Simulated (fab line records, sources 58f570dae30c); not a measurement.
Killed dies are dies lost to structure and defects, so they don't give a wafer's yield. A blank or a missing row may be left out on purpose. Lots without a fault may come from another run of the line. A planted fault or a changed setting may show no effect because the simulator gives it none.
Chamber matching | flow berkeley_cmos170 | UCB170_V1_CMP_02 on cmp-02: 4 sister chambers
The step polishes SiO2. 14 wafers are shown with their chamber, then 7 later ones without.

WAFERS WITH THEIR CHAMBER
wafer  | chamber | motor_current_A (A) | retaining_ring_pressure_frac
L745.1 | 1       | 17.5                | 1.002
L745.2 | 2       | 15.0                | 1.001
L745.3 | 3       | 14.1                | 0.993
L749.1 | 1       | 16.0                | 1.000
L749.2 | 2       | 16.0                | 0.994
L749.6 | 0       | 16.3                | 0.989
L747.1 | 2       | 14.8                | 0.997
L747.3 | 1       | 17.3                | 0.995
L747.4 | 3       | 14.4                | 0.999
L753.2 | 3       | 14.3                | 0.999
L753.4 | 0       | 16.5                | 0.999
L753.5 | 2       | 14.3                | 1.003
L754.1 | 0       | 17.2                | 1.008
L754.5 | 2       | 15.3                | 1.002

SIGNATURES (means of the wafers above)
reading                      | chamber 0 | chamber 1 | chamber 2 | chamber 3 | scatter within a chamber
motor_current_A              | 16.667    | 16.933    | 15.080    | 14.267    | 0.584
retaining_ring_pressure_frac | 0.99867   | 0.99900   | 0.99940   | 0.99700   | 0.00537
Rule: a wafer's distance from a chamber is the root of the sum, over the readings, of the square of ((its reading less the chamber's mean) divided by the reading's scatter). The wafer belongs to the nearest chamber; if the next one is less than 2 further off, it can't be placed. The scatter: the root of (the sum of the squares of (reading less its chamber's mean) over the shown wafers, divided by (wafers less chambers)).

WAFERS WITHOUT THEIR CHAMBER
wafer  | motor_current_A (A) | retaining_ring_pressure_frac
L754.6 | 13.6                | 0.996
L758.2 | 16.4                | 0.999
L758.3 | 14.4                | 1.015
L758.6 | 17.3                | 0.999
L767.2 | 14.6                | 0.992
L767.3 | 17.2                | 0.998
L767.6 | 14.5                | 0.998

WHICH CHAMBER EACH WENT THROUGH
wafer  | from the rows above          | in truth
L754.6 | can't be placed: 3 or 2      | 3
L758.2 | can't be placed: 0 or 1 or 2 | 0
L758.3 | can't be placed: 2 or 3 or 0 | 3
L758.6 | can't be placed: 1 or 0      | 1
L767.2 | can't be placed: 3 or 2      | 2
L767.3 | can't be placed: 1 or 0      | 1
L767.6 | can't be placed: 3 or 2      | 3
Placed correctly: 0 of 7. Can't be placed from these rows: 7 (the true chamber is among the candidates in 7). Placed wrongly: 0.
